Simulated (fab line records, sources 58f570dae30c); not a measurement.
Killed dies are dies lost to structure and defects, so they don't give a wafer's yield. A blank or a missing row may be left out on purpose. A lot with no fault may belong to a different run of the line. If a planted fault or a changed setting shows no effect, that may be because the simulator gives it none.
What tool caused it? :: flow berkeley-cmos170 :: 42 wafers from 14 lots sampled at 3 of the route's 331 steps

## WHAT THE GAUGES SHOWED, per wafer
UCB170_M2_CD_MEAS_90: target cd 700 nm.
lot: L587
measured: day 7 20:52
on: cd-sem-01
cd-nm (nm): 702 703 698

lot: L584
measured: day 7 20:31
on: cd-sem-01
cd-nm (nm): 706 704 699

lot: L586
measured: day 7 23:52
on: cd-sem-02
cd-nm (nm): 702 701 694

lot: L590
measured: day 8 19:43
on: cd-sem-01
cd-nm (nm): 689 699 699

lot: L591
measured: day 8 22:43
on: cd-sem-02
cd-nm (nm): 700 703 698

lot: L594
measured: day 9 13:10
on: cd-sem-01
cd-nm (nm): 699 701 702

lot: L595
measured: day 10 09:00
on: cd-sem-01
cd-nm (nm): 695 696 698

lot: L598
measured: day 10 14:31
on: cd-sem-01
cd-nm (nm): 699 696 691

lot: L596
measured: day 10 14:51
on: cd-sem-02
cd-nm (nm): 703 699 700

lot: L603
measured: day 10 22:52
on: cd-sem-01
cd-nm (nm): 698 701 701

lot: L601
measured: day 11 05:05
on: cd-sem-01
cd-nm (nm): 700 703 697

lot: L605
measured: day 11 19:05
on: cd-sem-01
cd-nm (nm): 697 697 699

lot: L606
measured: day 12 03:51
on: cd-sem-01
cd-nm (nm): 701 696 696

lot: L607
measured: day 12 07:19
on: cd-sem-02
cd-nm (nm): 705 698 696

## EACH LOT AND THE TOOL THAT RAN IT (in order: tool; ch and the chambers of the sampled wafers; start)
lot: L587
UCB170_CONTACT_STRIP_19: plasma-asher-03 ch 0,1, day 7 07:10
UCB170_M2_SPUTTER_01: pvd-sputter-02, day 7 17:14

lot: L584
UCB170_CONTACT_STRIP_19: plasma-asher-01 ch 0,1, day 7 08:08
UCB170_M2_SPUTTER_01: pvd-sputter-04, day 7 17:00

lot: L586
UCB170_CONTACT_STRIP_19: plasma-asher-02 ch 0,1, day 7 10:08
UCB170_M2_SPUTTER_01: pvd-sputter-04, day 7 19:58

lot: L590
UCB170_CONTACT_STRIP_19: plasma-asher-02 ch 0,1, day 8 07:17
UCB170_M2_SPUTTER_01: pvd-sputter-04, day 8 17:09

lot: L591
UCB170_CONTACT_STRIP_19: plasma-asher-01 ch 0,1, day 8 11:50
UCB170_M2_SPUTTER_01: pvd-sputter-04, day 8 20:25

lot: L594
UCB170_CONTACT_STRIP_19: plasma-asher-02 ch 0,1, day 8 23:48
UCB170_M2_SPUTTER_01: pvd-sputter-04, day 9 10:49

lot: L595
UCB170_CONTACT_STRIP_19: plasma-asher-03 ch 0,1, day 9 16:25
UCB170_M2_SPUTTER_01: pvd-sputter-04, day 10 05:32

lot: L598
UCB170_CONTACT_STRIP_19: plasma-asher-03 ch 0,1, day 10 03:15
UCB170_M2_SPUTTER_01: pvd-sputter-01, day 10 11:34

lot: L596
UCB170_CONTACT_STRIP_19: plasma-asher-01 ch 1, day 10 05:17
UCB170_M2_SPUTTER_01: pvd-sputter-02, day 10 12:08

lot: L603
UCB170_CONTACT_STRIP_19: plasma-asher-03 ch 0,1, day 10 07:15
UCB170_M2_SPUTTER_01: pvd-sputter-01, day 10 19:30

lot: L601
UCB170_CONTACT_STRIP_19: plasma-asher-03 ch 0,1, day 10 15:35
UCB170_M2_SPUTTER_01: pvd-sputter-01, day 11 02:31

lot: L605
UCB170_CONTACT_STRIP_19: plasma-asher-01 ch 0,1, day 11 06:01
UCB170_M2_SPUTTER_01: pvd-sputter-01, day 11 16:29

lot: L606
UCB170_CONTACT_STRIP_19: plasma-asher-02 ch 0,1, day 11 14:53
UCB170_M2_SPUTTER_01: pvd-sputter-02, day 12 00:56

lot: L607
UCB170_CONTACT_STRIP_19: plasma-asher-03 ch 0,1, day 11 19:46
UCB170_M2_SPUTTER_01: pvd-sputter-01, day 12 03:54
- UCB170_CONTACT_STRIP_19: strips in O2.
- UCB170_M2_SPUTTER_01: material Al, target thk 900 nm, time 120 s.

## AS READ BY THE TOOLS THEMSELVES (means over the sampled wafers that have a number; for cases with no such wafer, the mark the record gives instead)
UCB170_CONTACT_STRIP_19.
lot: L587
tool: plasma-asher-03
drypump-motor-current-A (A): 5.4
oes-product-au (a.u.): 0.727

lot: L584
tool: plasma-asher-01
drypump-motor-current-A (A): 5.8
oes-product-au (a.u.): 0.729

lot: L586
tool: plasma-asher-02
drypump-motor-current-A (A): 5.6
oes-product-au (a.u.): 0.725

lot: L590
tool: plasma-asher-02
drypump-motor-current-A (A): 5.6
oes-product-au (a.u.): 0.725

lot: L591
tool: plasma-asher-01
drypump-motor-current-A (A): 6.0
oes-product-au (a.u.): 0.720

lot: L594
tool: plasma-asher-02
drypump-motor-current-A (A): 5.7
oes-product-au (a.u.): 0.727

lot: L595
tool: plasma-asher-03
drypump-motor-current-A (A): 5.4
oes-product-au (a.u.): 0.724

lot: L598
tool: plasma-asher-03
drypump-motor-current-A (A): 5.1
oes-product-au (a.u.): 0.729

lot: L596
tool: plasma-asher-01
drypump-motor-current-A (A): 6.3
oes-product-au (a.u.): 0.722

lot: L603
tool: plasma-asher-03
drypump-motor-current-A (A): 5.4
oes-product-au (a.u.): 0.723

lot: L601
tool: plasma-asher-03
drypump-motor-current-A (A): 5.4
oes-product-au (a.u.): 0.726

lot: L605
tool: plasma-asher-01
drypump-motor-current-A (A): 6.0
oes-product-au (a.u.): 0.727

lot: L606
tool: plasma-asher-02
drypump-motor-current-A (A): 5.6
oes-product-au (a.u.): 0.729

lot: L607
tool: plasma-asher-03
drypump-motor-current-A (A): 5.4
oes-product-au (a.u.): 0.724

UCB170_M2_SPUTTER_01.
lot: L587
tool: pvd-sputter-02
throttle-valve-pct (%): 30.1

lot: L584
tool: pvd-sputter-04
throttle-valve-pct (%): 30.4

lot: L586
tool: pvd-sputter-04
throttle-valve-pct (%): 29.5

lot: L590
tool: pvd-sputter-04
throttle-valve-pct (%): 29.5

lot: L591
tool: pvd-sputter-04
throttle-valve-pct (%): 29.3

lot: L594
tool: pvd-sputter-04
throttle-valve-pct (%): 30.1

lot: L595
tool: pvd-sputter-04
throttle-valve-pct (%): 30.3

lot: L598
tool: pvd-sputter-01
throttle-valve-pct (%): 29.6

lot: L596
tool: pvd-sputter-02
throttle-valve-pct (%): 29.8

lot: L603
tool: pvd-sputter-01
throttle-valve-pct (%): 29.3

lot: L601
tool: pvd-sputter-01
throttle-valve-pct (%): 29.3

lot: L605
tool: pvd-sputter-01
throttle-valve-pct (%): 29.5

lot: L606
tool: pvd-sputter-02
throttle-valve-pct (%): 30.1

lot: L607
tool: pvd-sputter-01
throttle-valve-pct (%): 28.7

## THE ANSWER, worked out from the rows above alone
Rule: usual is defined by the lots themselves. The widest of any qualifying gaps counts: lots, ordered by their means at a reading, are off when they make up no more than a third of the lots, leave a main group of 4 or more, and stand apart from it by 3 or more times the standard deviation of that group's means. The tables above print the reading to a certain number of digits; a main group whose means all agree to those digits is not used. Also off: a lot with no number at a reading for which 4 or more lots have one. Any other lot the step has rows for is counted as sound. Order of review: gauges by route order, followed by the tools' own readings, for which a lot's mean as printed above is used. The first step at which some lot is off is used, and at that step the reading that is off furthest; a lot without a number counts as furthest.
None of the lots is off at any reading shown; this tells nothing.

## WHAT WAS PUT IN BY THE SIMULATOR
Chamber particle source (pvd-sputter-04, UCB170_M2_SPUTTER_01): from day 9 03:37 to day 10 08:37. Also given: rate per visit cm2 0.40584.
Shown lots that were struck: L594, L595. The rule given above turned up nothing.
